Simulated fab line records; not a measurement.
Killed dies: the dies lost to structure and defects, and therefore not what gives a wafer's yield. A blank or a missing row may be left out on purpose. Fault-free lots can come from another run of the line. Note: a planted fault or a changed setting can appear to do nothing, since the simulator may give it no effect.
2 desks looking at one fault || flow berkeleyCmos170 || each desk holds nothing but its own numbers, with what lay behind them at the end

FROM THE METROLOGY DESK
What the gauges read, lot by lot, whatever tool the lot ran on: means of the sampled wafers that have a number. A lot is out of limits, marked OUT, if its mean lies more than 4 standard deviations from the usual mean; the brackets give that distance.
Columns: A = NSD_TW at UCB170_NSD_TW_MEAS_10, usual 4183; B = NSD_RS at UCB170_SDANNEAL_RS_MEAS_03, usual 37.22 ohm/sq
{"lot": "L422", "first seen here": "day 7 17:50", "A": 4140, "B": 37.25}
{"lot": "L424", "first seen here": "day 8 04:34", "A": 4220, "B": 37.17}
{"lot": "L423", "first seen here": "day 8 04:43", "A": 4216, "B": 37.24}
{"lot": "L427", "first seen here": "day 8 20:25", "A": 4192, "B": 37.29}
{"lot": "L425", "first seen here": "day 8 20:52", "A": 4164, "B": 37.33}
{"lot": "L428", "first seen here": "day 9 03:44", "A": "4313 (+4.2) OUT", "B": "33.07 (-54) OUT"}
{"lot": "L430", "first seen here": "day 9 19:26", "A": 4135, "B": 37.30}
{"lot": "L431", "first seen here": "day 10 07:37", "A": 4267, "B": "32.99 (-55) OUT"}
{"lot": "L436", "first seen here": "day 10 13:07", "A": 4177, "B": 37.19}
{"lot": "L437", "first seen here": "day 11 06:43", "A": 4223, "B": 37.27}
{"lot": "L439", "first seen here": "day 11 14:23", "A": 4237, "B": 37.25}
{"lot": "L440", "first seen here": "day 11 15:05", "A": 4211, "B": 37.15}
{"lot": "L442", "first seen here": "day 11 22:01", "A": 4214, "B": 37.17}
{"lot": "L445", "first seen here": "day 12 21:36", "A": 4208, "B": 37.22}
This desk finds L428, L431 out of limits, with the earliest case on L428 at day 9 03:44 (NSD_TW at UCB170_NSD_TW_MEAS_10). Within limits: L422, L424, L423, L427, L425, L430, L436, L437, L439, L440, L442, L445.

FOR THE TOOL OWNER'S DESK: implanter-03
UCB170_NSD_IMPLANT_08, tool's own readings: per-lot mean of the sampled wafers with a number, covering each lot this tool ran. A lot is out of limits, marked OUT, if its mean lies more than 4 standard deviations from the usual mean; the brackets give that distance.
Columns: A = beamOnS at UCB170_NSD_IMPLANT_08, usual 10.02 s; B = endStationPressureTorr at UCB170_NSD_IMPLANT_08, usual 1.25e-05 Torr; C = faradayCurrentUA at UCB170_NSD_IMPLANT_08, usual 9242
{"lot": "L424", "first seen here": "day 8 04:19", "A": 9.97, "B": 1.27e-05, "C": 9290}
{"lot": "L427", "first seen here": "day 8 20:10", "A": 10.19, "B": 1.29e-05, "C": 9086}
{"lot": "L428", "first seen here": "day 9 03:29", "A": "13.55 (+17) OUT", "B": "1.01e-04 (+99 or more) OUT", "C": "7115 (-11) OUT"}
{"lot": "L431", "first seen here": "day 10 07:22", "A": "13.30 (+16) OUT", "B": "9.97e-05 (+99 or more) OUT", "C": "7232 (-11) OUT"}
Finding of this desk: L428, L431 out of limits; the first was L428 at day 9 03:29, on beamOnS at UCB170_NSD_IMPLANT_08. Within limits: L424, L427.

ALL TOGETHER
On L428, L431, at day 9 03:29, an alarm was possible from the tool owner's desk.
At day 9 03:44 the metrology desk could have sounded an alarm, on L428, L431.
The lots listed all ran UCB170_NSD_IMPLANT_08 on implanter-03.

WHAT HAD BEEN PUT IN BY THE SIMULATOR
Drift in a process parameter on implanter-03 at UCB170_NSD_IMPLANT_08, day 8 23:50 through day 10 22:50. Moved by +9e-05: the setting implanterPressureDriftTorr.
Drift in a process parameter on implanter-03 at UCB170_NSD_IMPLANT_08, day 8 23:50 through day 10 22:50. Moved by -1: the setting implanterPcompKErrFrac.
Lots struck among those shown: L428, L431.
Fault start to first reading out of limits, in hours, per desk: tool owner, 4; metrology, 4.
